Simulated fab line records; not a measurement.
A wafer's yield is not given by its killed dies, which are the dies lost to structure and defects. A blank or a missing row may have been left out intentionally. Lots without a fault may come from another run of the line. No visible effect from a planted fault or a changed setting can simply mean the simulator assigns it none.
The tool behind it: which one? / flow ritCmos / Sampling: 13 lots, 39 wafers, 2 of 202 route steps

== WHAT THE GAUGES READ, wafer by wafer ==
RIT_ACTIVE_THK_MEAS_04.
lot=L736; measured=day 1 14:14; on=filmMetro-04; ACTIVE_NITRIDE_THK (nm)=146.2 147.1 146.6
lot=L737; measured=day 1 18:32; on=filmMetro-03; ACTIVE_NITRIDE_THK (nm)=150.6 151.0 149.8
lot=L738; measured=day 1 23:32; on=filmMetro-04; ACTIVE_NITRIDE_THK (nm)=148.9 148.8 150.1
lot=L739; measured=day 2 04:32; on=filmMetro-03; ACTIVE_NITRIDE_THK (nm)=149.5 149.2 149.2
lot=L741; measured=day 2 15:14; on=filmMetro-04; ACTIVE_NITRIDE_THK (nm)=152.3 152.5 153.0
lot=L745; measured=day 3 10:32; on=filmMetro-03; ACTIVE_NITRIDE_THK (nm)=148.1 149.2 150.1
lot=L747; measured=day 3 21:15; on=filmMetro-04; ACTIVE_NITRIDE_THK (nm)=148.0 148.7 149.0
lot=L748; measured=day 4 01:32; on=filmMetro-03; ACTIVE_NITRIDE_THK (nm)=151.1 149.8 149.9
lot=L750; measured=day 4 11:40; on=filmMetro-04; ACTIVE_NITRIDE_THK (nm)=148.3 148.4 149.7
lot=L751; measured=day 4 20:11; on=filmMetro-01; ACTIVE_NITRIDE_THK (nm)=148.5 149.0 150.4
lot=L755; measured=day 5 14:02; on=filmMetro-01; ACTIVE_NITRIDE_THK (nm)=195.4 195.0 195.9
lot=L757; measured=day 6 00:49; on=filmMetro-01; ACTIVE_NITRIDE_THK (nm)=150.5 149.3 149.8
lot=L759; measured=day 6 08:52; on=filmMetro-03; ACTIVE_NITRIDE_THK (nm)=150.3 152.1 150.6

== EACH LOT AND THE TOOL THAT RAN IT (in order: tool; ch and the chambers of the sampled wafers; start) ==
lot=L736; RIT_ACTIVE_CVD_03=lpcvd-02 ch 0, day 1 12:07
lot=L737; RIT_ACTIVE_CVD_03=lpcvd-01 ch 1, day 1 17:07
lot=L738; RIT_ACTIVE_CVD_03=lpcvd-01 ch 1, day 1 22:07
lot=L739; RIT_ACTIVE_CVD_03=lpcvd-01 ch 0, day 2 03:07
lot=L741; RIT_ACTIVE_CVD_03=lpcvd-02 ch 1, day 2 13:07
lot=L745; RIT_ACTIVE_CVD_03=lpcvd-01 ch 0, day 3 09:07
lot=L747; RIT_ACTIVE_CVD_03=lpcvd-02 ch 1, day 3 19:07
lot=L748; RIT_ACTIVE_CVD_03=lpcvd-01 ch 0, day 4 00:07
lot=L750; RIT_ACTIVE_CVD_03=lpcvd-01 ch 0, day 4 10:14
lot=L751; RIT_ACTIVE_CVD_03=lpcvd-01 ch 1, day 4 18:45
lot=L755; RIT_ACTIVE_CVD_03=lpcvd-01 ch 1, day 5 12:35
lot=L757; RIT_ACTIVE_CVD_03=lpcvd-02 ch 1, day 5 22:40
lot=L759; RIT_ACTIVE_CVD_03=lpcvd-01 ch 0, day 6 07:26
- RIT_ACTIVE_CVD_03: deposits Si3N4 from SiH2Cl2/NH3, target thk 150 nm, time 1500 s.

== AS READ BY THE TOOLS THEMSELVES (means over the sampled wafers that have a number; for cases with no such wafer, the mark the record gives instead) ==
RIT_ACTIVE_CVD_03.
lot=L736; tool=lpcvd-02; spikeTcCentreC (C)=811.3; spikeTcLoadC (C)=836.8; spikeTcSourceC (C)=834; susceptorTempC (C)=810.4; zonePowerLoadPct (%)=18.9
lot=L737; tool=lpcvd-01; spikeTcCentreC (C)=811.5; spikeTcLoadC (C)=837.0; spikeTcSourceC (C)=829; susceptorTempC (C)=809.9; zonePowerLoadPct (%)=22.0
lot=L738; tool=lpcvd-01; spikeTcCentreC (C)=810.6; spikeTcLoadC (C)=835.1; spikeTcSourceC (C)=830; susceptorTempC (C)=810.1; zonePowerLoadPct (%)=21.9
lot=L739; tool=lpcvd-01; spikeTcCentreC (C)=810.3; spikeTcLoadC (C)=833.9; spikeTcSourceC (C)=839; susceptorTempC (C)=810.2; zonePowerLoadPct (%)=20.5
lot=L741; tool=lpcvd-02; spikeTcCentreC (C)=812.2; spikeTcLoadC (C)=831.6; spikeTcSourceC (C)=833; susceptorTempC (C)=810.3; zonePowerLoadPct (%)=20.1
lot=L745; tool=lpcvd-01; spikeTcCentreC (C)=810.9; spikeTcLoadC (C)=834.1; spikeTcSourceC (C)=840; susceptorTempC (C)=809.8; zonePowerLoadPct (%)=20.5
lot=L747; tool=lpcvd-02; spikeTcCentreC (C)=812.6; spikeTcLoadC (C)=832.2; spikeTcSourceC (C)=833; susceptorTempC (C)=810.3; zonePowerLoadPct (%)=20.0
lot=L748; tool=lpcvd-01; spikeTcCentreC (C)=811.3; spikeTcLoadC (C)=833.7; spikeTcSourceC (C)=839; susceptorTempC (C)=809.9; zonePowerLoadPct (%)=20.5
lot=L750; tool=lpcvd-01; spikeTcCentreC (C)=810.2; spikeTcLoadC (C)=833.2; spikeTcSourceC (C)=839; susceptorTempC (C)=810.3; zonePowerLoadPct (%)=20.4
lot=L751; tool=lpcvd-01; spikeTcCentreC (C)=811.0; spikeTcLoadC (C)=834.7; spikeTcSourceC (C)=830; susceptorTempC (C)=810.2; zonePowerLoadPct (%)=22.1
lot=L755; tool=lpcvd-01; spikeTcCentreC (C)=825.9; spikeTcLoadC (C)=851.0; spikeTcSourceC (C)=846; susceptorTempC (C)=824.8; zonePowerLoadPct (%)=22.6
lot=L757; tool=lpcvd-02; spikeTcCentreC (C)=812.4; spikeTcLoadC (C)=832.2; spikeTcSourceC (C)=833; susceptorTempC (C)=810.2; zonePowerLoadPct (%)=20.1
lot=L759; tool=lpcvd-01; spikeTcCentreC (C)=810.1; spikeTcLoadC (C)=833.9; spikeTcSourceC (C)=839; susceptorTempC (C)=810.2; zonePowerLoadPct (%)=20.5

== THE ANSWER, worked out from the rows above alone ==
Rule: usual is defined by the lots themselves. Put in order of their means at a reading, lots are off if they are a third of the lots or fewer, leave a main group of 4 or more, and stand apart from it by a gap of 3 or more times the standard deviation of the main group's means; of several such gaps the widest counts. Not used: any main group whose means are identical at the precision the tables above print for the reading. Also off: a lot with no number at a reading for which 4 or more lots have one. All remaining lots with rows at the step are treated as sound. First the gauges in route order, then the tools' own readings, where a lot's mean is used as printed above. The first step at which some lot is off is used, and at that step the reading that is off furthest; a lot without a number counts as furthest.
Off: L755, at RIT_ACTIVE_THK_MEAS_04 (ACTIVE_NITRIDE_THK). The main group has a mean of 149.6 nm with a standard deviation of 1.4.
If a tool, at a process step before that reading, ran all the lots that are off and no sound lot after the first of them, it fits. The gauges at RIT_ACTIVE_THK_MEAS_04 aren't tried: what is off there is off at RIT_ACTIVE_CVD_03 too, on other tools, and a gauge's error can't cause that. Not one of the candidates tried fits.

== WHAT HAD BEEN PUT IN BY THE SIMULATOR ==
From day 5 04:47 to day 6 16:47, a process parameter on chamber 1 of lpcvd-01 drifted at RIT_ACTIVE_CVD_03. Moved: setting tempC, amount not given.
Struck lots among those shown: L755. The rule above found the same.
